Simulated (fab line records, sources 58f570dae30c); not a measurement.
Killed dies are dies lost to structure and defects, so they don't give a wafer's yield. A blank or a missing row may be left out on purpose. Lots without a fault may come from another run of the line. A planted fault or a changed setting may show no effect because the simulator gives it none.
fab line records | flow berkeley_cmos170 | part 1 of 2: steps 1 to 32 of 44
record lots=5 wafers=15 last_day=11
route steps=331 shown START@5 ZERO@6 NWELL@14 PWELL@34
lots that met no fault: from a run of the same line without faults
start_h: hours from the record's first day to the start of the lot's first wafer shown | wait_h: hours since the lot's step before | " the same as in the row above | L1.1+2: a row that stands for several wafers | - no value, or no start given | * or withheld: withheld | < > ~ a bound
route shown NAME@n: a module of which the file shows steps, and the number in the route of the first | usual: mean/standard deviation of fault-free wafers | same: alike in all rows | chamber/n: place in a boat | sites: the reading at each site | _std_site: their standard deviation | _edge_site: outer sites' mean less inner sites' | radius_mm: how far each site lies from the wafer's centre | mask NAME#n: copy n | behind: the tool/chamber that last shaped the wafer | hold: why the lot was held/for how many hours/how that ended | device: the transistor (n, p or np) that didn't switch | end of line: the same wafers' tests at the end of the route | a step without rows: its recipe alone | killed: dies lost to structure and defects at the first sort, not the wafer's yield | map: a wafer's dies, x killed, . not, _ none there
set.NAME: the setting as run; set.NAME@STEP: as run at that earlier step | model.NAME: the simulator's own value behind a step, which no gauge read
lots at some steps of the route; a table a step, a row a wafer
services: from which hour (start_h, from the record's first day; less than 0 if before it) a tool's chamber was out of use, for how many hours, and why
## steps
# step UCB170_START_ANNEAL_04
# recipe temp_c=950 time_s=1200 ambient=N2
# usual spike_tc_load_C=979.3/2.1
# columns lot.wafer tool chamber start_h wait_h spike_tc_load_C
L076.3 furnace-01 0 31.57 5.4 976.7
L076.5 " 0 " " 977.0
L076.6 " 0 " " 976.7
L089.1 furnace-02 0 89.03 0.3 981.9
L089.3 " 0 " " 980.7
L089.5 " 0 " " 981.2
L091.1 furnace-04 0 102.26 2.5 980.6
L091.3 " 0 " " 980.0
L091.5 " 0 " " 980.0
L094.2 furnace-02 0 120.10 4.4 981.3
L094.3 " 0 " " 979.0
L094.5 " 0 " " 981.2
L095.1 furnace-02 0 125.93 5.8 981.2
L095.2 " 0 " " 982.1
L095.3 " 0 " " 981.9
# step UCB170_ZERO_HMDS_00
# recipe prime_time_s=60 prime_temp_c=100
# columns lot.wafer tool chamber start_h wait_h
L076.3+5+6 litho_track-02 0 33.13 0.2
L089.1+3+5 litho_track-01 0 90.65 0.3
L091.1+3+5 litho_track-01 0 103.72 0.1
L094.2+3+5 litho_track-01 0 121.84 0.4
L095.1+2+3 litho_track-03 0 127.26 0.0
# step UCB170_ZERO_COAT_01
# recipe resist=KrF spin_rpm=1500 resist_thk_nm=900
# columns lot.wafer tool chamber start_h wait_h
L076.3+5+6 litho_track-02 0 33.28 0.1
L089.1+3+5 litho_track-01 0 90.80 0.1
L091.1+3+5 litho_track-01 0 103.87 0.1
L094.2+3+5 litho_track-01 0 121.99 0.1
L095.1+2+3 litho_track-03 0 127.41 0.1
# step UCB170_ZERO_SOFTBAKE_02
# recipe resist=KrF temp_c=130 time_s=60
# columns lot.wafer tool chamber start_h wait_h
L076.3+5+6 litho_track-02 0 33.43 0.1
L089.1+3+5 litho_track-01 0 90.95 0.1
L091.1+3+5 litho_track-01 0 104.02 0.1
L094.2+3+5 litho_track-01 0 122.14 0.1
L095.1+2+3 litho_track-03 0 127.56 0.1
# step UCB170_ZERO_EXPOSE_03
# recipe mask_id=PM_MARKS na=0.5 sigma_outer=0.6 source_shape=conventional target_cd_nm=4000 dose_mj=30
# columns lot.wafer tool chamber start_h wait_h mask
L076.3+5+6 krf_scanner-01 0 33.56 0.1 PM_MARKS#0
L089.1+3+5 krf_scanner-02 0 91.10 0.1 PM_MARKS#0
L091.1+3+5 krf_scanner-01 0 104.29 0.2 PM_MARKS#0
L094.2+3+5 krf_scanner-02 0 122.40 0.2 PM_MARKS#0
L095.1+2+3 krf_scanner-02 0 127.71 0.1 PM_MARKS#0
# step UCB170_ZERO_PEB_04
# recipe peb_temp_c=130 peb_time_s=withheld resist=KrF
# columns lot.wafer tool chamber start_h wait_h
L076.3+5+6 litho_track-03 0 33.84 0.3
L089.1+3+5 litho_track-03 0 91.38 0.3
L091.1+3+5 litho_track-01 0 105.07 0.8
L094.2+3+5 litho_track-02 0 122.53 0.1
L095.1+2+3 litho_track-01 0 127.83 0.1
# step UCB170_ZERO_DEVELOP_05
# recipe developer=TMAH develop_time_s=45 resist=KrF dev_temp_c=20.54
# columns lot.wafer tool chamber start_h wait_h
L076.3+5+6 litho_track-03 0 - -
L089.1+3+5 litho_track-03 0 - -
L091.1+3+5 litho_track-01 0 - -
L094.2+3+5 litho_track-02 0 - -
L095.1+2+3 litho_track-01 0 - -
# step UCB170_ZERO_ETCH_06
# recipe chemistry=CHF3/CF4/Ar target=SiO2 time_s=12 pressure_mtorr=100 rf_w=500 CHF3_flow_sccm=50 cf4_flow_sccm=10 Ar_flow_sccm=120 over_etch_frac=1.58
# usual drypump_motor_current_A=5.6/0.36 oes_product_au=0.619/0.0098 throttle_valve_pct=9.22/0.17
# columns lot.wafer tool chamber start_h wait_h drypump_motor_current_A oes_product_au rf_hours_counter_h throttle_valve_pct
L076.3 rie_diel-01 2 34.07 - 5.4 0.622 89 9.23
L076.5 " 2 " " 5.4 0.618 - 9.24
L076.6 " 3 " " 5.9 0.616 - 9.42
L089.1 rie_diel-03 1 91.66 - 5.7 0.622 15 9.08
L089.3 " 2 " " 5.0 0.621 130 9.00
L089.5 " 2 " " 5.0 0.617 - 8.99
L091.1 rie_diel-03 3 105.34 - 5.9 0.605 77 9.32
L091.3 " 2 " " 5.0 0.619 131 9.01
L091.5 " 3 " " 5.9 0.603 - 9.32
L094.2 rie_diel-04 0 122.78 - 5.5 0.642 93 9.46
L094.3 " 2 " " 6.3 0.622 117 9.03
L094.5 " 3 " " 5.8 0.620 - 9.23
L095.1 rie_diel-03 2 128.11 - 5.0 0.617 132 8.99
L095.2 " 0 " " 5.1 0.616 20 9.11
L095.3 " 1 " " 5.7 0.635 17 9.06
# step UCB170_ZERO_STRIP_07
# recipe chemistry=O2 power_w=400 pressure_mtorr=3500 platen_temp_c=withheld o2_flow_sccm=400 overash_fraction=0.5
# usual drypump_motor_current_A=5.6/0.31 oes_product_au=0.727/0.0045 strip_time_to_endpoint_s=21.53/0.066
# columns lot.wafer tool chamber start_h wait_h drypump_motor_current_A oes_product_au rf_hours_counter_h strip_time_to_endpoint_s
L076.3 plasma_asher-04 1 34.13 0.0 5.3 0.734 - 21.45
L076.5 " 1 " " 5.4 0.729 - 21.47
L076.6 " 0 " " 5.4 0.726 - 21.42
L089.1 plasma_asher-04 0 91.68 0.0 5.4 0.727 37 21.59
L089.3 " 1 " " 5.4 0.726 - 21.58
L089.5 " 1 " " 5.3 0.734 - 21.60
L091.1 plasma_asher-02 1 105.36 0.0 6.0 0.732 40 21.57
L091.3 " 0 " " 5.7 0.729 - 21.47
L091.5 " 1 " " 6.0 0.727 - 21.47
L094.2 plasma_asher-04 1 122.80 0.0 5.3 0.731 0 21.63
L094.3 " 1 " " 5.3 0.735 - 21.57
L094.5 " 1 " " 5.3 0.726 - 21.62
L095.1 plasma_asher-02 0 128.13 0.0 5.7 0.728 43 21.54
L095.2 " 1 " " 6.0 0.734 43 21.50
L095.3 " 1 " " 6.0 0.733 - 21.63
# step UCB170_NWELL_WET_ETCH_00
# recipe chemistry=dHF dilution=25:1 target=SiO2 temp_c=25 time_s=200
# columns lot.wafer tool chamber start_h wait_h
L076.3+5+6 wet_bench-02 0 34.23 0.1
L089.1+3+5 wet_bench-01 3 91.79 0.1
L091.1+3+5 wet_bench-02 2 105.46 0.1
L094.2+3+5 wet_bench-03 2 122.91 0.1
L095.1+2+3 wet_bench-02 3 128.23 0.1
# step UCB170_NWELL_OXIDATION_01
# recipe temp_c=1000 ambient=O2 target_thk_a=264 ox_time_s=1260
# usual spike_tc_load_C=1029.0/2.8
# columns lot.wafer tool chamber start_h wait_h spike_tc_load_C
L076.3 furnace-03 0 37.47 3.2 1025.0
L076.5 " 0 " " 1024.3
L076.6 " 0 " " 1024.8
L089.1 furnace-02 0 94.86 3.0 1031.0
L089.3 " 0 " " 1029.9
L089.5 " 0 " " 1030.4
L091.1 furnace-03 0 107.49 2.0 1024.3
L091.3 " 0 " " 1024.4
L091.5 " 0 " " 1025.7
L094.2 furnace-02 0 127.26 4.3 1031.9
L094.3 " 0 " " 1029.6
L094.5 " 0 " " 1030.5
L095.1 furnace-02 0 132.63 4.3 1032.3
L095.2 " 0 " " 1032.4
L095.3 " 0 " " 1032.5
# step UCB170_NWELL_THK_MEAS_02
# recipe reads=SiO2_of_NWELL_OXIDATION_01
# usual NWELL_OXIDE_THK=26.3/0.46
# columns lot.wafer tool chamber start_h wait_h NWELL_OXIDE_THK[nm]
L076.3 film_metro-02 - 38.84 0.0 25.9
L076.5 " - " " 26.1
L076.6 " - " " 26.0
L089.1 film_metro-04 - 96.21 0.0 26.2
L089.3 " - " " 26.4
L089.5 " - " " 26.5
L091.1 film_metro-04 - 108.84 0.0 26.0
L091.3 " - " " 26.2
L091.5 " - " " 25.7
L094.2 film_metro-02 - 128.62 0.0 27.5
L094.3 " - " " 27.1
L094.5 " - " " 26.7
L095.1 film_metro-01 - 133.98 0.0 26.0
L095.2 " - " " 26.1
L095.3 " - " " 26.0
# step UCB170_NWELL_ANNEAL_03
# recipe temp_c=1000 time_s=900 ambient=N2
# usual spike_tc_load_C=1028.4/2.7
# columns lot.wafer tool chamber start_h wait_h spike_tc_load_C
L076.3 furnace-02 0 42.78 3.9 1032.1
L076.5 " 0 " " 1032.8
L076.6 " 0 " " 1030.7
L089.1 furnace-03 0 99.39 3.2 1026.1
L089.3 " 0 " " 1023.6
L089.5 " 0 " " 1024.9
L091.1 furnace-03 0 112.92 4.1 1025.7
L091.3 " 0 " " 1024.4
L091.5 " 0 " " 1026.0
L094.2 furnace-03 0 133.37 4.7 1027.9
L094.3 " 0 " " 1025.1
L094.5 " 0 " " 1026.6
L095.1 furnace-02 0 136.48 2.5 1031.9
L095.2 " 0 " " 1031.9
L095.3 " 0 " " 1032.5
# step UCB170_NWELL_CVD_04
# recipe material=Si3N4 target_thk_nm=224 temp_c=800 precursor=SiH2Cl2/NH3 time_s=3360 pressure_mtorr=200 sih2cl2_flow_sccm=25 nh3_flow_sccm=75
# usual spike_tc_load_C=823/3.4
# columns lot.wafer tool chamber start_h wait_h spike_tc_load_C
L076.3 lpcvd-02 0 44.03 0.0 826
L076.5 " 0 " " 822
L076.6 " 0 " " 825
L089.1 lpcvd-01 1 100.64 0.0 826
L089.3 " 1 " " 825
L089.5 " 1 " " 824
L091.1 lpcvd-01 1 114.17 0.0 825
L091.3 " 1 " " 827
L091.5 " 1 " " 824
L094.2 lpcvd-01 1 134.87 0.3 824
L094.3 " 1 " " 823
L094.5 " 1 " " 824
L095.1 lpcvd-01 1 137.73 0.0 825
L095.2 " 1 " " 824
L095.3 " 1 " " 825
# step UCB170_NWELL_THK_MEAS_05
# recipe reads=Si3N4_of_NWELL_CVD_04
# usual NWELL_NITRIDE_THK=224.6/2.3
# columns lot.wafer tool chamber start_h wait_h NWELL_NITRIDE_THK[nm]
L076.3 film_metro-02 - 45.98 0.0 223.8
L076.5 " - " " 224.6
L076.6 " - " " 222.9
L089.1 film_metro-01 - 102.57 0.0 227.3
L089.3 " - " " 228.0
L089.5 " - " " 227.6
L091.1 film_metro-04 - 116.10 0.0 226.4
L091.3 " - " " 228.9
L091.5 " - " " 230.2
L094.2 film_metro-04 - 136.82 0.0 227.8
L094.3 " - " " 229.0
L094.5 " - " " 227.3
L095.1 film_metro-02 - 139.66 0.0 228.4
L095.2 " - " " 226.9
L095.3 " - " " 225.5
# step UCB170_NWELL_HMDS_06
# recipe prime_time_s=60 prime_temp_c=99.54
# columns lot.wafer tool chamber start_h wait_h
L076.3+5+6 litho_track-01 0 46.07 0.1
L089.1+3+5 litho_track-04 0 102.79 0.2
L091.1+3+5 litho_track-04 0 116.43 0.3
L094.2+3+5 litho_track-03 0 137.19 0.4
L095.1+2+3 litho_track-04 0 139.88 0.2
# step UCB170_NWELL_COAT_07
# recipe resist=KrF spin_rpm=1500 resist_thk_nm=900
# columns lot.wafer tool chamber start_h wait_h
L076.3+5+6 litho_track-01 0 46.22 0.1
L089.1+3+5 litho_track-04 0 102.94 0.1
L091.1+3+5 litho_track-04 0 116.58 0.1
L094.2+3+5 litho_track-03 0 137.34 0.1
L095.1+2+3 litho_track-04 0 140.03 0.1
# step UCB170_NWELL_SOFTBAKE_08
# recipe resist=KrF temp_c=130 time_s=60
# columns lot.wafer tool chamber start_h wait_h
L076.3+5+6 litho_track-01 0 46.37 0.1
L089.1+3+5 litho_track-04 0 103.09 0.1
L091.1+3+5 litho_track-04 0 116.73 0.1
L094.2+3+5 litho_track-03 0 137.49 0.1
L095.1+2+3 litho_track-04 0 140.18 0.1
# step UCB170_NWELL_EXPOSE_09
# recipe mask_id=NWELL target_cd_nm=3000 na=0.5 sigma_outer=0.6 source_shape=conventional dose_mj=25
# columns lot.wafer tool chamber start_h wait_h mask
L076.3+5+6 krf_scanner-02 0 46.51 0.1 NWELL#0
L089.1+3+5 krf_scanner-01 0 103.24 0.1 NWELL#0
L091.1+3+5 krf_scanner-02 0 116.88 0.1 NWELL#0
L094.2+3+5 krf_scanner-01 0 137.75 0.2 NWELL#0
L095.1+2+3 krf_scanner-02 0 140.45 0.2 NWELL#0
# step UCB170_NWELL_PEB_10
# recipe peb_temp_c=130 peb_time_s=withheld resist=KrF
# columns lot.wafer tool chamber start_h wait_h
L076.3+5+6 litho_track-04 0 46.64 0.1
L089.1+3+5 litho_track-03 0 103.51 0.3
L091.1+3+5 litho_track-04 0 117.33 0.4
L094.2+3+5 litho_track-03 0 138.37 0.6
L095.1+2+3 litho_track-03 0 140.57 0.1
# step UCB170_NWELL_DEVELOP_11
# recipe developer=TMAH develop_time_s=45 resist=KrF dev_temp_c=21
# columns lot.wafer tool chamber start_h wait_h
L076.3+5+6 litho_track-04 0 - -
L089.1+3+5 litho_track-03 0 - -
L091.1+3+5 litho_track-04 0 - -
L094.2+3+5 litho_track-03 0 - -
L095.1+2+3 litho_track-03 0 - -
# step UCB170_NWELL_OVL_MEAS_12
# usual NWELL_OVL=-1/5.3
# columns lot.wafer tool chamber start_h wait_h NWELL_OVL[nm]
L076.3 overlay-02 - 46.87 - -3
L076.5 " - " " -2
L076.6 " - " " -5
L089.1 overlay-02 - 103.78 - -2
L089.3 " - " " 4
L089.5 " - " " 1
L091.1 overlay-01 - 117.60 - 0
L091.3 " - " " -3
L091.5 " - " " -3
L094.2 overlay-01 - 138.63 - -2
L094.3 " - " " -4
L094.5 " - " " -3
L095.1 overlay-02 - 140.84 - -5
L095.2 " - " " 4
L095.3 " - " " -2
# step UCB170_NWELL_ETCH_13
# recipe chemistry=CH3F/Ar/O2 target=Si3N4 stop_on=SiO2 CH3F_flow_sccm=20 Ar_flow_sccm=50 O2_flow_sccm=7 pressure_mtorr=50 rf_w=450 target_depth_a=2464 over_etch_frac=0.1 time_s=154
# usual drypump_motor_current_A=5.62/0.28 oes_product_au=0.947/0.013 throttle_valve_pct=8.09/0.13
# columns lot.wafer tool chamber start_h wait_h drypump_motor_current_A oes_product_au rf_hours_counter_h throttle_valve_pct
L076.3 rie_diel-04 3 46.90 0.0 5.83 0.939 37 8.01
L076.5 " 3 " " 5.83 0.946 - 8.01
L076.6 " 2 " " 6.32 0.957 - 7.85
L089.1 rie_diel-02 2 103.82 0.0 5.67 0.959 79 8.11
L089.3 " 0 " " 5.20 0.963 145 8.13
L089.5 " 3 " " 5.64 0.941 - 7.97
L091.1 rie_diel-04 3 117.64 0.0 5.85 0.957 41 8.02
L091.3 " 0 " " 5.52 0.974 93 8.26
L091.5 " 1 " " 5.22 0.968 - 8.07
L094.2 rie_diel-01 0 138.66 0.0 5.72 0.963 53 8.32
L094.3 " 3 " " 5.92 0.961 83 8.23
L094.5 " 1 " " 5.67 0.938 - 8.08
L095.1 rie_diel-04 0 140.88 0.0 5.58 0.970 93 8.24
L095.2 " 2 " " 6.34 0.970 118 7.84
L095.3 " 1 " " 5.22 0.938 1 8.06
# step UCB170_NWELL_IMPLANT_14
# recipe species=P dose_cm2=1e+13 energy_kev=150 tilt_deg=7
# usual beam_on_s=9.99/0.2
# same implant_ion_amu=31
# columns lot.wafer tool chamber start_h wait_h beam_on_s
L076.3 implanter-03 0 47.05 0.1 9.89
L076.5 " 0 " " 10.02
L076.6 " 0 " " 9.95
L089.1 implanter-02 0 103.92 0.1 9.95
L089.3 " 0 " " 10.08
L089.5 " 0 " " 9.95
L091.1 implanter-04 0 117.74 0.1 10.31
L091.3 " 0 " " 10.05
L091.5 " 0 " " 10.09
L094.2 implanter-02 0 138.78 0.1 9.74
L094.3 " 0 " " 10.03
L094.5 " 0 " " 9.95
L095.1 implanter-03 0 140.98 0.1 9.55
L095.2 " 0 " " 9.74
L095.3 " 0 " " 9.92
# step UCB170_NWELL_STRIP_15
# recipe chemistry=O2 power_w=400 pressure_mtorr=3500 platen_temp_c=withheld o2_flow_sccm=400 overash_fraction=0.5
# usual drypump_motor_current_A=5.7/0.33 oes_product_au=0.721/0.0048 strip_time_to_endpoint_s=18.02/0.091
# columns lot.wafer tool chamber start_h wait_h drypump_motor_current_A oes_product_au rf_hours_counter_h strip_time_to_endpoint_s
L076.3 plasma_asher-03 1 47.18 0.1 5.9 0.717 - 17.88
L076.5 " 0 " " 5.1 0.722 - 17.89
L076.6 " 1 " " 5.9 0.715 - 17.96
L089.1 plasma_asher-01 0 104.07 0.1 5.6 0.716 28 18.07
L089.3 " 1 " " 6.0 0.721 - 18.13
L089.5 " 0 " " 5.5 0.730 - 18.06
L091.1 plasma_asher-01 1 117.89 0.1 6.0 0.725 30 17.83
L091.3 " 0 " " 5.6 0.719 - 17.97
L091.5 " 1 " " 6.1 0.719 - 18.00
L094.2 plasma_asher-01 1 138.91 0.1 6.0 0.720 31 18.01
L094.3 " 1 " " 6.0 0.718 - 17.95
L094.5 " 0 " " 5.6 0.719 - 18.13
L095.1 plasma_asher-02 0 141.13 0.1 5.7 0.725 45 18.02
L095.2 " 1 " " 6.0 0.719 45 17.89
L095.3 " 1 " " 5.9 0.720 - 17.93
# step UCB170_NWELL_TW_MEAS_16
# usual NWELL_TW=1249/20
# columns lot.wafer tool chamber start_h wait_h NWELL_TW
L076.3 film_metro-04 - 47.27 0.1 1270
L076.5 " - " " 1282
L076.6 " - " " 1275
L089.1 film_metro-01 - 104.17 0.1 1265
L089.3 " - " " 1262
L089.5 " - " " 1255
L091.1 film_metro-04 - 117.99 0.1 1270
L091.3 " - " " 1272
L091.5 " - " " 1265
L094.2 film_metro-01 - 139.02 0.1 1251
L094.3 " - " " 1259
L094.5 " - " " 1255
L095.1 film_metro-04 - 141.23 0.1 1272
L095.2 " - " " 1273
L095.3 " - " " 1269
# step UCB170_NWELL_CLEAN_17
# recipe chemistry=SPM temp_c=120 time_s=600
# columns lot.wafer tool chamber start_h wait_h
L076.3+5+6 wet_bench-03 2 47.31 0.0
L089.1+3+5 wet_bench-02 0 104.28 0.1
L091.1+3+5 wet_bench-01 1 118.40 0.4
L094.2+3+5 wet_bench-02 1 139.07 0.0
L095.1+2+3 wet_bench-02 1 141.29 0.1
# step UCB170_NWELL_WET_ETCH_18
# recipe chemistry=H3PO4 target=Si3N4 temp_c=160 time_s=14400
# columns lot.wafer tool chamber start_h wait_h
L076.3+5+6 wet_bench-01 3 47.49 0.0
L089.1+3+5 wet_bench-01 0 104.45 0.0
L091.1+3+5 wet_bench-03 1 118.71 0.1
L094.2+3+5 wet_bench-03 0 139.24 0.0
L095.1+2+3 wet_bench-02 2 141.47 0.0
# step UCB170_NWELL_WET_ETCH_19
# recipe chemistry=BOE dilution=5:1 target=SiO2 temp_c=25 time_s=22
# columns lot.wafer tool chamber start_h wait_h
L076.3+5+6 wet_bench-03 2 53.90 2.4
L089.1+3+5 wet_bench-02 2 108.46 0.0
L091.1+3+5 wet_bench-03 3 122.72 0.0
L094.2+3+5 wet_bench-03 2 143.62 0.0
L095.1+2+3 wet_bench-02 0 145.48 0.0
# step UCB170_PWELL_CLEAN_00
# recipe chemistry=SPM temp_c=120 time_s=600
# columns lot.wafer tool chamber start_h wait_h
L076.3+5+6 wet_bench-03 3 54.16 0.3
L089.1+3+5 wet_bench-01 3 108.47 0.0
L091.1+3+5 wet_bench-03 0 122.73 0.0
L094.2+3+5 wet_bench-03 1 143.63 0.0
L095.1+2+3 wet_bench-02 1 145.50 0.0
# step UCB170_PWELL_CLEAN_01
# recipe chemistry=dHF dilution=25:1 time_s=60
# columns lot.wafer tool chamber start_h wait_h
L076.3+5+6 wet_bench-02 2 54.79 0.5
L089.1+3+5 wet_bench-01 1 108.65 0.0
L091.1+3+5 wet_bench-01 2 122.91 0.0
L094.2+3+5 wet_bench-03 0 143.80 0.0
L095.1+2+3 wet_bench-02 3 145.85 0.0
# step UCB170_PWELL_OXIDATION_02
# recipe temp_c=1000 ambient=O2 target_thk_a=264 ox_time_s=1260
# usual spike_tc_load_C=1027.3/2.1
# columns lot.wafer tool chamber start_h wait_h spike_tc_load_C
L076.3 furnace-03 0 56.86 2.0 1023.7
L076.5 " 0 " " 1025.1
L076.6 " 0 " " 1026.3
L089.1 furnace-01 0 111.58 2.9 1026.7
L089.3 " 0 " " 1028.6
L089.5 " 0 " " 1027.2
L091.1 furnace-04 0 123.66 0.7 1030.0
L091.3 " 0 " " 1031.6
L091.5 " 0 " " 1029.7
L094.2 furnace-03 0 147.55 3.7 1024.4
L094.3 " 0 " " 1025.4
L094.5 " 0 " " 1026.3
L095.1 furnace-03 0 147.55 1.6 1026.1
L095.2 " 0 " " 1024.6
L095.3 " 0 " " 1026.3
